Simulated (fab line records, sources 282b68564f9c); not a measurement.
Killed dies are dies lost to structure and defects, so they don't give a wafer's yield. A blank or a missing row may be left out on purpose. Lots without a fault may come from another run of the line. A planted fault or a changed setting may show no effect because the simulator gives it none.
Chamber matching | flow rit_cmos | RIT_GATE_ETCH_19 on rie_si-02: 4 sister chambers
The step etches poly-Si in SF6/CHF3/O2, stops on SiO2, time 165 s, target depth 312.5 nm. 15 wafers are shown with their chamber, then 7 later ones without.

WAFERS WITH THEIR CHAMBER
wafer  | chamber | throttle_valve_pct (%) | oes_product_au (a.u.)
L454.1 | 3       | 10.38                  | 0.845
L454.4 | 1       | 10.14                  | 0.869
L454.5 | 0       | 10.21                  | 0.881
L456.3 | 2       | 10.35                  | 0.814
L456.4 | 3       | 10.37                  | 0.854
L456.6 | 1       | 10.13                  | 0.871
L458.2 | 2       | 10.36                  | 0.813
L458.5 | 2       | 10.35                  | 0.814
L458.6 | 3       | 10.39                  | 0.845
L462.2 | 0       | 10.22                  | 0.870
L462.3 | 1       | 10.12                  | 0.866
L462.6 | 3       | 10.37                  | 0.846
L464.3 | 2       | 10.35                  | 0.885
L468.3 | 1       | 10.14                  | 0.874
L468.5 | 3       | 10.37                  | 0.848

SIGNATURES (means of the wafers above)
reading            | chamber 0 | chamber 1 | chamber 2 | chamber 3 | scatter within a chamber
throttle_valve_pct | 10.2150   | 10.1325   | 10.3525   | 10.3760   | 0.00809
oes_product_au     | 0.87550   | 0.87000   | 0.83150   | 0.84760   | 0.019
Rule: a wafer's distance from a chamber is the root of the sum, over the readings, of the square of ((its reading less the chamber's mean) divided by the reading's scatter). The wafer belongs to the nearest chamber; if the next one is less than 2 further off, it can't be placed. The scatter: the root of (the sum of the squares of (reading less its chamber's mean) over the shown wafers, divided by (wafers less chambers)).

WAFERS WITHOUT THEIR CHAMBER
wafer  | throttle_valve_pct (%) | oes_product_au (a.u.)
L468.6 | 10.36                  | 0.829
L470.2 | 10.13                  | 0.871
L470.3 | 10.35                  | 0.820
L470.6 | 10.35                  | 0.826
L476.1 | 10.23                  | 0.883
L476.4 | 10.38                  | 0.850
L476.6 | 10.20                  | 0.881

WHICH CHAMBER EACH WENT THROUGH
wafer  | from the rows above     | in truth
L468.6 | can't be placed: 2 or 3 | 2
L470.2 | 1                       | 1
L470.3 | 2                       | 2
L470.6 | 2                       | 2
L476.1 | 0                       | 0
L476.4 | 3                       | 3
L476.6 | 0                       | 0
Placed correctly: 6 of 7. Can't be placed from these rows: 1 (the true chamber is among the candidates in 1). Placed wrongly: 0.
